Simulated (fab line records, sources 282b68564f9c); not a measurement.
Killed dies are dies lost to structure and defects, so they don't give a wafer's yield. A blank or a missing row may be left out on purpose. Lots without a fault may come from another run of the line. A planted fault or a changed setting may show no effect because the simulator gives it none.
Split-lot experiment | flow rit_cmos | 5 lots, 23 wafers read, on a route of 202 steps

THE SPLIT
At RIT_GATE_EXPOSE_13 (exposes mask M6, target cd 150 nm), the setting dose_mj was moved away from the recipe's 380 on 9 of the 23 wafers read, by -4.0% to +2.6%. The other wafers ran this setting at the recipe's value.

FROM THE SPLIT TO THE READING: what the file shows between them, 5 steps
- RIT_GATE_PEB_14
- RIT_GATE_DEVELOP_15: develop time 51.63 s
- RIT_GATE_CD_MEAS_16: target cd 150 nm
- RIT_GATE_ETCH_19: etches poly-Si in SF6/CHF3/O2, stops on SiO2, time 165 s, target depth 312.5 nm (also split here: rf_w)
- RIT_GATE_STRIP_20: strips in O2, time 180 s

THE READING
cd_nm, in nm, at RIT_GATE_CD_MEAS_90 (target cd 150 nm). Fault-free wafers of this fab line usually give 149.9 nm, standard deviation 2.5 nm.

wafer  | tool, chamber at the split | dose_mj as run | against the recipe | cd_nm, nm | against lot-mates on the recipe
L074.1 | iline_stepper-02, 0        | 364.8          | -4.0%              | 167.9     | +20.5
L074.2 | iline_stepper-02, 0        | 364.8          | -4.0%              | 168.8     | +21.4
L074.4 | iline_stepper-02, 0        | 380            | recipe             | 148.7     | -
L074.5 | iline_stepper-02, 0        | 380            | recipe             | 146.3     | -
L074.6 | iline_stepper-02, 0        | 380            | recipe             | 147.1     | -
L075.1 | iline_stepper-02, 0        | 380            | recipe             | 146.4     | -
L075.3 | iline_stepper-02, 0        | 380            | recipe             | 145.7     | -
L075.4 | iline_stepper-02, 0        | 389.8          | +2.6%              | 133.7     | -12.4
L075.5 | iline_stepper-02, 0        | 380            | recipe             | 146.2     | -
L075.6 | iline_stepper-02, 0        | 389.8          | +2.6%              | 134.3     | -11.8
L076.2 | iline_stepper-02, 0        | 380            | recipe             | 150.7     | -
L076.3 | iline_stepper-02, 0        | 380            | recipe             | 149.6     | -
L076.5 | iline_stepper-02, 0        | 380            | recipe             | 149.9     | -
L081.1 | iline_stepper-02, 0        | 368.7          | -3.0%              | 169.0     | +15.9
L081.2 | iline_stepper-02, 0        | 380            | recipe             | 154.0     | -
L081.3 | iline_stepper-02, 0        | 380            | recipe             | 153.5     | -
L081.5 | iline_stepper-02, 0        | 368.7          | -3.0%              | 168.4     | +15.3
L081.6 | iline_stepper-02, 0        | 380            | recipe             | 151.8     | -
L084.1 | iline_stepper-02, 0        | 369.7          | -2.7%              | 165.8     | +14.8
L084.2 | iline_stepper-02, 0        | 380            | recipe             | 150.9     | -
L084.3 | iline_stepper-02, 0        | 380            | recipe             | 151.2     | -
L084.4 | iline_stepper-02, 0        | 369.7          | -2.7%              | 166.1     | +15.0
L084.6 | iline_stepper-02, 0        | 369.7          | -2.7%              | 168.8     | +17.8

THE FIT
A straight line over all 23 wafers: cd_nm changes by -5.73 nm for each +1% of dose_mj; r = -0.97; the points scatter about the line by 2.8 nm.
The same after taking each lot's own level away (the mean of its wafers on the recipe; 23 wafers): -5.25 nm for each +1%; r = -0.99; scatter 1 nm.
On that fit, the largest move of dose_mj shifts the reading by 21 nm.
The lots' own levels span 146.10 to 153.10 nm, that is 2.8 times the standard deviation above.
So the lot-to-lot level changes the slope little: the two slopes agree.
Check: with one of the wafers moved furthest among these (-4.0%) left out of the fit, the line predicts +21.5 nm for it against its lot-mates. It came out at +20.5 nm against them.

OTHER SPLITS ON THESE WAFERS
These wafers also went through other splits before the reading. Each is held against what the fit with the lots' levels taken away leaves over:
other split on the same wafers    | wafers away from the commonest value | r with cd_nm (lot level and that fit taken away)
RIT_ACTIVE_OXIDATION_01 ox_time_s | 10                                   | +0.03
RIT_NWELL_IMPLANT_08 dose_cm2     | 5                                    | -0.32
RIT_PWELL_COAT_01 spin_rpm        | 8                                    | -0.17
RIT_NRETRO_SOFTBAKE_02 temp_c     | 10                                   | -0.25
RIT_NRETRO_IMPLANT_08 dose_cm2    | 9                                    | -0.10
RIT_PRETRO_SOFTBAKE_02 temp_c     | 8                                    | -0.23
RIT_GATE_OXIDATION_05 ox_time_s   | 15                                   | -0.28
RIT_GATE_ETCH_19 rf_w             | 10                                   | +0.21

THE WHOLE CHAIN: every reading that the file lists as answering this split, in the file's order
step                | what it does                                                                    | reading                                                     | change (the file's fit)              | r (the file's)
RIT_GATE_DEVELOP_15 | develop time 51.63 s                                                            | GATE.cd_nm (the simulator's own value, which no gauge read) | -5.27 nm for each +1% of the setting | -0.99
RIT_GATE_CD_MEAS_16 | target cd 150 nm                                                                | cd_nm                                                       | -5.3 nm for each +1% of the setting  | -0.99
RIT_GATE_ETCH_19    | etches poly-Si in SF6/CHF3/O2, stops on SiO2, time 165 s, target depth 312.5 nm | GATE.cd_nm (the simulator's own value, which no gauge read) | -5.24 nm for each +1% of the setting | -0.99
RIT_GATE_CD_MEAS_90 | target cd 150 nm                                                                | cd_nm                                                       | -5.26 nm for each +1% of the setting | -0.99

THE FILE'S OWN FIT
cd_nm changes by -5.26 nm for each +1% of dose_mj, r = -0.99.
